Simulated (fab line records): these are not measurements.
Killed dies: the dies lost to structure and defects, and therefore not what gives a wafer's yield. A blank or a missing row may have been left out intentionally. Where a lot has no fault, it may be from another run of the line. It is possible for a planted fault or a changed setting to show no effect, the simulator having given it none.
Which tool did it? :: flow berkeley cmos170 :: at 1 step of a route of 331, 6 lots with 18 wafers sampled

== WHAT THE GAUGES READ, wafer by wafer ==
UCB170_PWELL_THK_MEAS_03.
lot: L695
measured: day 2 22:13
on: film metro-02
PWELL_OXIDE_THK (nm): 26.3 26.6 26.6

lot: L697
measured: day 3 09:21
on: film metro-02
PWELL_OXIDE_THK (nm): 25.9 25.7 26.0

lot: L699
measured: day 3 22:33
on: film metro-03
PWELL_OXIDE_THK (nm): 26.3 26.4 26.2

lot: L701
measured: day 3 22:34
on: film metro-02
PWELL_OXIDE_THK (nm): 26.5 26.2 26.7

lot: L707
measured: day 5 18:47
on: film metro-01
PWELL_OXIDE_THK (nm): 26.0 25.8 26.1

lot: L712
measured: day 6 11:20
on: film metro-01
PWELL_OXIDE_THK (nm): 26.1 26.1 26.0

== WHAT TOOL EACH LOT RAN ON (gives the tool, then ch and the chambers of the sampled wafers, and finally the start) ==
Record: no process step prior to these readings.

== THE ANSWER, worked out from the rows above alone ==
Rule: the usual values come from the lots themselves. Put in order of their means at a reading, lots are off if they are a third of the lots or fewer, leave a main group of 4 or more, and stand apart from it by a gap of 3 or more times the standard deviation of the main group's means; of several such gaps the widest counts. A main group whose means are all the same, to the digits that the tables above print for the reading, isn't used. A lot without any number at a reading at which 4 lots or more have one is off too. The other lots that the step has rows for count as sound.
No lot is off at any reading shown: from this, nothing can be told.

== WHAT THE SIMULATOR HAD INSERTED ==
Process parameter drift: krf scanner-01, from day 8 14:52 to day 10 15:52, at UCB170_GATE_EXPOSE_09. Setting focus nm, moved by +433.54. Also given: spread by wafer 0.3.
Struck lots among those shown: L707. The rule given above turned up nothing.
